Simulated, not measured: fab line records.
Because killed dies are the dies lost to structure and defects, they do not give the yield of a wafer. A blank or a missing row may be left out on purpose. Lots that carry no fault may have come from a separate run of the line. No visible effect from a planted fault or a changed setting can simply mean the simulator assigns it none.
Code-filled problem report in 8D (eight disciplines) form    flow berkeley-cmos170    the parts of the form that need people (team, actions taken, sign-off) are left out

1. WHAT IS WRONG
Mean of o2-flow-sccm at UCB170_ZERO_STRIP_07: 199.6 sccm across 6 wafers in 2 lots; on wafers with no fault it is 399.9 sccm (standard deviation 1.2). So: -99 or more standard deviations from the usual mean.
The step: strips in O2.
Earliest sighting: wafer L340.2 on plasma-asher-04 at day 3 06:15. At this step, 42 wafers from 14 lots have a number in the record. By rule, "out" or "out of limits" means more than 4 standard deviations away from the usual mean. Any other wafer with a number is counted as sound.

2. WHAT IT IS; WHAT IT IS NOT
question                     is                                                      is not
which readings at this step  o2-flow-sccm, oes-product-au, strip-time-to-endpoint-s  drypump-motor-current-A
which lots                   L340, L343                                              L333, L334, L335, L336, L337, L338, L339, L349, L350, L354, L355, L356
which wafers of those lots   all that have a number                                  -
read on which tools          plasma-asher-04                                         plasma-asher-02, plasma-asher-03
when                         from day 3 06:15                                        up to then (21 sound wafers); but 15 sound wafers of L349, L350, L354, L355, L356 came after

3. WHAT RULES OUT EACH SUSPECT
Counting: a tool stays on the suspect list if, at a process step up to the reading, it processed all lots that are out and no sound lot following the first of them.
- plasma-asher-04 at UCB170_ZERO_STRIP_07 (strips in O2): ruled out as a lasting fault. The sound lots L356 went through it after L340, its earliest lot that is out (day 3 06:15).
Left after counting: nothing in the record.

4. THE CAUSE (what the simulator had put in)
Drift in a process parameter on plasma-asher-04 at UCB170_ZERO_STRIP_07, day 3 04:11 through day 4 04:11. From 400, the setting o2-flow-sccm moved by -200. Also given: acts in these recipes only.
Counting ruled it out, wrongly.

5. THE CHAIN OF EFFECTS, in route order
Rows list readings where the struck wafers' mean (over those with a number) sits beyond 3 standard deviations from the usual. Only readings whose record carries a usual standard deviation are examined. hours: median over the lots of the time between each lot's start at the first step of this table that gives one and its start at this step. sigmas: the change, counted in usual standard deviations.
hours  step                  reading                   usual       on struck wafers  change  sigmas
0      UCB170_ZERO_STRIP_07  o2-flow-sccm              399.9 sccm  199.6             -200.3  -99 or more
0      UCB170_ZERO_STRIP_07  oes-product-au            0.727 a.u.  0.667             -0.060  -15
0      UCB170_ZERO_STRIP_07  strip-time-to-endpoint-s  21.47 s     24.51             +3.04   +53
Here are the process steps it includes:
- UCB170_ZERO_STRIP_07: strips in O2.
At these later measuring or inspecting steps, every struck wafer for which the step has a row has a number for every such reading, and none has moved that far: UCB170_PWELL_OVL_MEAS_13.

6. HOW IT WOULD HAVE BEEN CAUGHT EARLIER
2 hours passed between the start of the fault at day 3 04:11 and the first reading out of limits in this record, taken at day 3 06:15.
